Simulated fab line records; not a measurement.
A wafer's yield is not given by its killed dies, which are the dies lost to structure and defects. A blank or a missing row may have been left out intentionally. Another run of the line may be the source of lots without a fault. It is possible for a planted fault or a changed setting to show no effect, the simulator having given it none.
A lot that was struck, set against a sound lot + flow rit_cmos + 32 out of 202 route steps
Sound: wafers L216.1, L216.3, L216.6. Wafers L226.1, L226.3, L226.6 were the ones struck. The cause is named last.
Each step with rows lists, per side, the tool, then ch with its chambers, then its first start. Under that, the readings that differ: sound wafers + struck wafers + difference of the means + sigmas: that difference in standard deviations of wafers without a fault.
alike: words and numbers the same on both sides, and readings whose means are apart by under 2 such deviations; not compared: readings that were withheld, readings missing a value for some wafer, numbers with overlapping values and no deviation given by the record, and bounds like >300 which may hide the same value.
The two part at a step that has a row with sigmas, a row that says differs or no value, or rows on one side only. Numbers that don't overlap but have no deviation are shown without sigmas and don't part them. A reading that every wafer of one side lacks parts them only if that side has two wafers or more.

first, 5 steps without rows for these wafers: RIT_CONTACT_COAT_03 (resist thk 1000 nm); RIT_CONTACT_SOFTBAKE_04 (time 60 s); RIT_CONTACT_EXPOSE_05 (exposes mask M11, target cd 1000 nm); RIT_CONTACT_PEB_06; RIT_CONTACT_DEVELOP_07 (develop time 120 s).
RIT_CONTACT_CD_MEAS_08: target cd 1000 nm.
  struck on cd_sem-02, day 7 03:04; sound on cd_sem-01, day 5 06:01
| reading    | sound             | struck               | difference | sigmas |
|------------|-------------------|----------------------|------------|--------|
| cd_nm (nm) | 998.3 997.1 997.9 | 1004.8 1003.2 1001.8 | +5.5       | +2     |
RIT_CONTACT_OVL_MEAS_09:
  struck on overlay-02, day 7 03:23; sound on overlay-01, day 5 06:08
  alike: CONTACT_OVL
then, 1 step without rows for these wafers: RIT_CONTACT_HARDBAKE_10 (time 60 s).
RIT_CONTACT_ETCH_11: etches SiO2 in CHF3/CF4/Ar, stops on TiSi2, target depth 480 nm, time 320 s.
  sound on rie_diel-02 ch 0,1,3, day 5 06:20; struck on rie_diel-02 ch 0,1,3, day 7 03:34
  alike: O2_flow_sccm, drypump_motor_current_A, oes_product_au, throttle_valve_pct
  not compared: rf_hours_counter_h
RIT_CONTACT_STRIP_12: strips in O2, time 180 s.
  sound on plasma_asher-01 ch 0, day 5 06:31; struck on plasma_asher-03 ch 0, day 7 03:46
  alike: drypump_motor_current_A
  not compared: rf_hours_counter_h
RIT_CONTACT_CD_MEAS_90: target cd 1000 nm.
  struck on cd_sem-02, day 7 03:56; sound on cd_sem-02, day 5 06:42
| reading    | sound             | struck               | difference | sigmas |
|------------|-------------------|----------------------|------------|--------|
| cd_nm (nm) | 998.1 997.5 998.5 | 1004.6 1003.2 1002.7 | +5.5       | +2     |
then, 1 step without rows for these wafers: RIT_CONTACT_CLEAN_13 (cleans in SC1, time 600 s).
RIT_CONTACT_CLEAN_14: cleans in SC2, time 600 s.
  sound on wet_bench-01 ch 2, day 5 06:59; struck on wet_bench-04 ch 0, day 7 04:14
RIT_M1_SPUTTER_00: material Al, target thk 400 nm, time 500 s.
  struck on pvd_sputter-02, day 7 04:25; sound on pvd_sputter-01, day 5 07:10
  alike: throttle_valve_pct
RIT_M1_RS_MEAS_01: a four-point-probe measurement.
  struck on film_metro-03, day 7 04:42; sound on film_metro-03, day 5 07:28
  alike: M1_AL_RS
RIT_M1_THK_MEAS_02: measures by xrf.
  struck on film_metro-03, day 7 04:49; sound on film_metro-03, day 5 07:35
  alike: M1_AL_THK
then, 6 steps without rows for these wafers: RIT_M1_HMDS_03 (prime time 60 s); RIT_M1_COAT_04 (resist thk 1300 nm); RIT_M1_SOFTBAKE_05 (time 60 s); RIT_M1_EXPOSE_06 (exposes mask M12, target cd 2600 nm); RIT_M1_PEB_07; RIT_M1_DEVELOP_08 (develop time 68 s).
RIT_M1_CD_MEAS_09: target cd 2600 nm.
  struck on cd_sem-02, day 7 05:53; sound on cd_sem-02, day 5 08:39
  alike: cd_nm
RIT_M1_OVL_MEAS_10:
  struck on overlay-01, day 7 06:01; sound on overlay-01, day 5 08:46
  alike: M1_OVL
then, 1 step without rows for these wafers: RIT_M1_HARDBAKE_11 (time 120 s).
RIT_M1_METAL_ETCH_12: etches Al in Cl2/BCl3, stops on SiO2, time 165 s, target depth 600 nm.
  sound on rie_metal-02 ch 0,1, day 5 09:10; struck on rie_metal-01 ch 0,1, day 7 06:17
  alike: drypump_motor_current_A, oes_product_au, throttle_valve_pct
  not compared: rf_hours_counter_h
then, 1 step without rows for these wafers: RIT_M1_STRIP_13 (strips in nmp, time 600 s).
RIT_M1_STRIP_14: strips in O2, time 180 s.
  sound on plasma_asher-01 ch 0,1, day 5 09:31; struck on plasma_asher-04 ch 0, day 7 06:48
  alike: drypump_motor_current_A
  not compared: rf_hours_counter_h
RIT_M1_CD_MEAS_90: target cd 2600 nm.
  struck on cd_sem-02, day 7 06:59; sound on cd_sem-01, day 5 09:42
  alike: cd_nm
then, 1 step without rows for these wafers: RIT_M1_ANNEAL_15 (time 1800 s).
RIT_M1_BOW_MEAS_16:
  struck on film_metro-02, day 7 08:36; sound on film_metro-03, day 5 11:19
  alike: M1_BOW
RIT_M1_PROBE_99:
  struck on prober-01, day 7 08:43; sound on prober-01, day 5 11:26
| reading            | sound | struck                                                                     | difference                   | sigmas      |
|--------------------|-------|----------------------------------------------------------------------------|------------------------------|-------------|
| hold               | - - - | await_dispo/2.6h/release await_dispo/2.6h/release await_dispo/2.6h/release | no value on the sound wafers |             |
| killed_at_contacts | 0 0 0 | 37 39 39                                                                   | +38                          | +99 or more |
| killed_dies        | 6 1 4 | 44 43 40                                                                   | +39                          | +12         |
| killed_on_rim      | 2 0 1 | 4 8 8                                                                      | +6                           | +4          |
  alike: killed_at_front_end, killed_open, killed_short

WHERE THEY PART
Last at RIT_M1_PROBE_99 as far as this record goes, first at RIT_CONTACT_CD_MEAS_08.

WHY: whatever the simulator had introduced
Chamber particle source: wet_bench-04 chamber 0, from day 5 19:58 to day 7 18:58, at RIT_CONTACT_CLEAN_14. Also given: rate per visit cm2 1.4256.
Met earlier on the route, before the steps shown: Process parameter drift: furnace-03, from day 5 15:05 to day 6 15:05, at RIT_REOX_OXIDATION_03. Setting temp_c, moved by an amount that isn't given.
